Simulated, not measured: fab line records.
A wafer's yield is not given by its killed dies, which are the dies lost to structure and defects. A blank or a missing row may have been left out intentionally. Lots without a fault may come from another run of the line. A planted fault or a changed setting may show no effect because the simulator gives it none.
A lot that was struck, set against a sound lot || flow berkeley_cmos170 || 14 steps out of a route of 331
Sound: these wafers, L962.1, L962.4, L962.6. Struck: wafer L968.3. (L968.1, L968.5 of the same lot were not struck and are left out.) The cause comes at the end.
Each step with rows lists, per side, the tool, then ch with its chambers, then its first start. Under that, the readings that differ: sound wafers || struck wafers || difference of the means || sigmas: that difference in standard deviations of wafers without a fault.
alike: same words and numbers on both sides, and readings whose means sit less than 2 such deviations apart. not compared: any withheld reading, any reading some wafer has no value for, any bound like >300 that may hide the same value, and any number with overlapping values for which the record gives no deviation.
The two part at a step that has a row with sigmas, a row that says differs or no value, or rows on one side only. Numbers that don't overlap but have no deviation are shown without sigmas and don't part them. A reading missing from all wafers of one side parts the sides only when that side holds two or more wafers.

first, 2 steps without rows for these wafers: UCB170_NLDD_PEB_04; UCB170_NLDD_DEVELOP_05 (develop time 45 s).
UCB170_NLDD_CD_MEAS_06: the cd target is 1200 nm.
  sound on cd_sem-02, day 8 12:31; struck on cd_sem-02, day 10 06:37
  alike: cd_nm
UCB170_NLDD_OVL_MEAS_07:
  sound on overlay-01, day 8 12:38; struck on overlay-01, day 10 06:44
  alike: NLDD_OVL
then, 2 steps without rows for these wafers: UCB170_NLDD_IMPLANT_08; UCB170_NLDD_IMPLANT_09.
UCB170_NLDD_STRIP_10: strips in O2.
  sound on plasma_asher-02 ch 0, day 8 12:59; struck on plasma_asher-01 ch 0, day 10 07:04
  alike: drypump_motor_current_A, oes_product_au, strip_time_to_endpoint_s
  not compared: rf_hours_counter_h
UCB170_NLDD_TW_MEAS_11:
  sound on film_metro-01, day 8 13:05; struck on film_metro-01, day 10 07:10
  alike: NLDD_TW
then, 1 step without rows for these wafers: UCB170_NLDD_CLEAN_12 (cleans in SPM, time 600 s).
UCB170_SPACER_CVD_00: deposits SiO2 from TEOS/O2, target thk 376 nm, time 47 s.
  sound on pecvd-04 ch 0,1,2, day 8 13:20; struck on pecvd-04 ch 2, day 10 08:06
  alike: heater_power_w
UCB170_SPACER_THK_MEAS_01:
  sound on film_metro-01, day 8 13:23; struck on film_metro-04, day 10 08:09
  alike: SPACER_TEOS_THK
then, 1 step without rows for these wafers: UCB170_SPACER_ANNEAL_02 (time 1800 s).
UCB170_SPACER_ETCHBACK_03: etches SiO2 in CHF3/CF4/Ar, stops on Si, target depth 376 nm, time 100 s.
  sound on rie_diel-04 ch 0,2,3, day 8 15:50; struck on rie_diel-04 ch 2, day 10 11:52
{"reading": "oes_product_au (a.u.)", "sound": "0.900 0.904 0.916", "struck": 0.993, "difference": "+0.086", "sigmas": "+6"}
{"reading": "run_length_s (s)", "sound": "128.2 128.7 129.0", "struck": 88.3, "difference": -40.3, "sigmas": -84}
{"reading": "model.etch.depth_nm (nm)", "sound": "371.7 380.2 381.1", "struck": 257.4, "difference": -120.3, "sigmas": ""}
  alike: drypump_motor_current_A, throttle_valve_pct
  not compared: rf_hours_counter_h
then, 1 step without rows for these wafers: UCB170_PSD_HMDS_00 (prime time 60 s).

## WHERE THEY PART
UCB170_SPACER_ETCHBACK_03 only, going by this record.

WHY: whatever the simulator had introduced
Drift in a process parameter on rie_diel-04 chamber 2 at UCB170_SPACER_ETCHBACK_03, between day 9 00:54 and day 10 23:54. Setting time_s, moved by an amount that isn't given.
